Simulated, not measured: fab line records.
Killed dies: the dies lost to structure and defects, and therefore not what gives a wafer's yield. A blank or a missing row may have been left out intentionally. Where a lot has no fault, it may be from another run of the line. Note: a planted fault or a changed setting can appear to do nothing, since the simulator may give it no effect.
Tool commonality check ; flow ritCmos ; Sample size 14 lots and 42 wafers

WHAT PROMPTED THE OPENING
Of 14 lots, 2 have the reading NRETRO_OVL flagged at RIT_NRETRO_OVL_MEAS_06. Wafers without a fault read 0.1 nm, standard deviation 1.7.
Rule: flag the lot when none of its wafers has a number, or when each of its wafers that has one lies beyond 4 standard deviations from that mean. The other lots count as sound.

lot;measured;on;NRETRO_OVL (nm), wafer by wafer;flag
L511;day 2 12:45;overlay-01;0.8 -0.6 0.8;
L512;day 2 16:56;overlay-02;0.9 -0.2 1.8;
L513;day 2 22:08;overlay-01;-0.2 -1.0 -1.1;
L514;day 3 03:14;overlay-01;-1.7 0.9 1.3;
L515;day 3 09:40;overlay-02;-2.5 -0.8 0.8;
L516;day 3 15:02;overlay-02;-1.9 -0.8 -3.5;
L518;day 3 22:25;overlay-01;3.0 -1.1 0.4;
L520;day 4 09:07;overlay-01;0.1 -0.9 1.7;
L521;day 4 14:44;overlay-02;1.0 -1.5 0.8;
L522;day 4 21:55;overlay-02;-0.4 -3.4 -2.5;
L523;day 5 00:27;overlay-01;-0.8 -2.9 -2.0;
L524;day 5 04:31;overlay-01;-0.7 -0.1 -0.2;
L528;day 6 03:23;overlay-02;-181.0 -178.6 -180.0;FLAGGED
L529;day 6 05:29;overlay-02;-176.7 -177.4 -177.3;FLAGGED
On average the flagged lots read -178.5 nm, which is -178.6 nm against the usual, or -99 or more standard deviations.

WHICH TOOL RAN EACH LOT
The record keeps 1 process step preceding the reading, out of 202 steps on the route. In each cell: the tool, then ch and the chambers that the sampled wafers went through, then the start.
lot;flag;RIT_NRETRO_EXPOSE_03
L511;;ilineStepper-01 ch 0, day 2 12:19
L512;;ilineStepper-01 ch 0, day 2 16:31
L513;;ilineStepper-02 ch 0, day 2 21:43
L514;;ilineStepper-01 ch 0, day 3 02:49
L515;;ilineStepper-01 ch 0, day 3 09:15
L516;;ilineStepper-01 ch 0, day 3 14:37
L518;;ilineStepper-02 ch 0, day 3 21:59
L520;;ilineStepper-02 ch 0, day 4 08:41
L521;;ilineStepper-01 ch 0, day 4 14:19
L522;;ilineStepper-01 ch 0, day 4 21:30
L523;;ilineStepper-02 ch 0, day 5 00:02
L524;;ilineStepper-01 ch 0, day 5 04:05
L528;FLAGGED;ilineStepper-01 ch 0, day 6 02:57
L529;FLAGGED;ilineStepper-01 ch 0, day 6 05:05
What the steps here do:
- RIT_NRETRO_EXPOSE_03: exposes mask M4, target cd 43900 nm.
- RIT_NRETRO_OVL_MEAS_06

FLAGGED OVER TOTAL, TOOL BY TOOL (the gauges that took the reading come last)
step;tool;lots run;flagged;share of the flagged lots;sound lots run after its first flagged lot
RIT_NRETRO_EXPOSE_03;ilineStepper-01;10;2;all;0
RIT_NRETRO_EXPOSE_03;ilineStepper-02;4;0;none;-
RIT_NRETRO_OVL_MEAS_06;overlay-01;7;0;none;-
RIT_NRETRO_OVL_MEAS_06;overlay-02;7;2;all;0

WHAT THE TABLE ALLOWS
Every flagged lot went through 2 rows of the table: ilineStepper-01 at RIT_NRETRO_EXPOSE_03 and overlay-02 at RIT_NRETRO_OVL_MEAS_06.
- ilineStepper-01 at RIT_NRETRO_EXPOSE_03: 2 of its 10 lots flagged. Its last sound lot is L524 (day 5 04:05), its first flagged lot L528 (day 6 02:57): a fault that began between those two fits.
- overlay-02 at RIT_NRETRO_OVL_MEAS_06: 2 of its 7 lots flagged. Its last sound lot is L522 (day 4 21:55), its first flagged lot L528 (day 6 03:23): a fault that began between those two fits.
A lot count leaves these 2 tools indistinguishable: every one of them fits a fault beginning at some hour. More lots, or a look at what each step does to the wafer, might.

WHAT THE SIMULATOR PUT IN
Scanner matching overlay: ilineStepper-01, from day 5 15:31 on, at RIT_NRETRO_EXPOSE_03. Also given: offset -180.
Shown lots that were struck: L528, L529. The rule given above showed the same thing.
